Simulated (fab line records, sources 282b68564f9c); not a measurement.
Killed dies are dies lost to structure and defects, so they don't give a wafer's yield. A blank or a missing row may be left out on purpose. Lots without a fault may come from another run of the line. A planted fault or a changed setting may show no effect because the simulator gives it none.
Split-lot experiment | flow rit_cmos | 5 lots, 23 wafers read, on a route of 202 steps

THE SPLIT
At RIT_PSD_COAT_01 (resist thk 1000 nm), the setting spin_rpm was moved away from the recipe's 3250 rpm on 5 of the 23 wafers read, by -5.3% to +4.4%. The other wafers ran this setting at the recipe's value.

The file shows no step between the split and the reading.

THE READING
NOVOLAK_of_PSD_COAT_01.thk_nm (the simulator's own value, which no gauge read), in nm, at RIT_PSD_HARDBAKE_07 (time 60 s). The file gives no usual value for it. The 18 wafers here that ran the recipe average 886.1 nm, standard deviation 2.5 nm.

wafer  | tool, chamber at the split | spin_rpm as run, rpm | against the recipe | NOVOLAK_of_PSD_COAT_01.thk_nm, nm | against lot-mates on the recipe
L074.1 | litho_track-02, 0          | 3250                 | recipe             | 889.4                             | -
L074.2 | litho_track-02, 0          | 3250                 | recipe             | 887.4                             | -
L074.4 | litho_track-02, 0          | 3250                 | recipe             | 885.3                             | -
L074.5 | litho_track-02, 0          | 3250                 | recipe             | 887.2                             | -
L074.6 | litho_track-02, 0          | 3250                 | recipe             | 883.6                             | -
L078.1 | litho_track-01, 0          | 3250                 | recipe             | 889.1                             | -
L078.4 | litho_track-01, 0          | 3250                 | recipe             | 889.1                             | -
L078.2 | litho_track-01, 0          | 3250                 | recipe             | 887.7                             | -
L078.3 | litho_track-01, 0          | 3078                 | -5.3%              | 911.5                             | +22.9
L078.5 | litho_track-01, 0          | 3078                 | -5.3%              | 915.6                             | +27.0
L081.4 | litho_track-04, 0          | 3250                 | recipe             | 887                               | -
L081.5 | litho_track-04, 0          | 3250                 | recipe             | 887.1                             | -
L081.6 | litho_track-04, 0          | 3250                 | recipe             | 887.1                             | -
L082.1 | litho_track-02, 0          | 3250                 | recipe             | 882.2                             | -
L082.3 | litho_track-02, 0          | 3250                 | recipe             | 884.6                             | -
L082.4 | litho_track-02, 0          | 3392                 | +4.4%              | 864                               | -19.4
L082.5 | litho_track-02, 0          | 3392                 | +4.4%              | 863                               | -20.4
L082.6 | litho_track-02, 0          | 3392                 | +4.4%              | 865.5                             | -17.9
L083.1 | litho_track-02, 0          | 3250                 | recipe             | 886.4                             | -
L083.2 | litho_track-02, 0          | 3250                 | recipe             | 887.5                             | -
L083.3 | litho_track-02, 0          | 3250                 | recipe             | 880.6                             | -
L083.4 | litho_track-02, 0          | 3250                 | recipe             | 886.2                             | -
L083.5 | litho_track-02, 0          | 3250                 | recipe             | 882                               | -

THE FIT
A straight line over all 23 wafers: NOVOLAK_of_PSD_COAT_01.thk_nm changes by -5.1 nm for each +1% of spin_rpm; r = -0.98; the points scatter about the line by 2.4 nm.
The same after taking each lot's own level away (the mean of its wafers on the recipe; 23 wafers): -4.56 nm for each +1%; r = -0.98; scatter 1.9 nm.
On that fit, the largest move of spin_rpm shifts the reading by 24 nm.
The lots' own levels span 883.40 to 888.63 nm, that is 2.1 times the standard deviation above.
So the lot-to-lot level changes the slope: the two fits differ.
Check: with one of the wafers moved furthest among these (-5.3%) left out of the fit, the line predicts +24.9 nm for it against its lot-mates. It came out at +22.9 nm against them.

OTHER SPLITS ON THESE WAFERS
These wafers also went through other splits before the reading. Each is held against what the fit with the lots' levels taken away leaves over:
other split on the same wafers | wafers away from the commonest value | r with NOVOLAK_of_PSD_COAT_01.thk_nm (lot level and that fit taken away)
RIT_SPACER_CVD_03 time_s       | 15                                   | -0.02

THE WHOLE CHAIN: every reading that the file lists as answering this split, in the file's order
step                | what it does       | reading                                                                        | change (the file's fit)              | r (the file's)
RIT_PSD_COAT_01     | resist thk 1000 nm | NOVOLAK_of_PSD_COAT_01.thk_nm (the simulator's own value, which no gauge read) | -5.26 nm for each +1% of the setting | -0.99
RIT_PSD_HARDBAKE_07 | time 60 s          | NOVOLAK_of_PSD_COAT_01.thk_nm (the simulator's own value, which no gauge read) | -4.59 nm for each +1% of the setting | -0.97

THE FILE'S OWN FIT
NOVOLAK_of_PSD_COAT_01.thk_nm changes by -4.59 nm for each +1% of spin_rpm, r = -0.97.
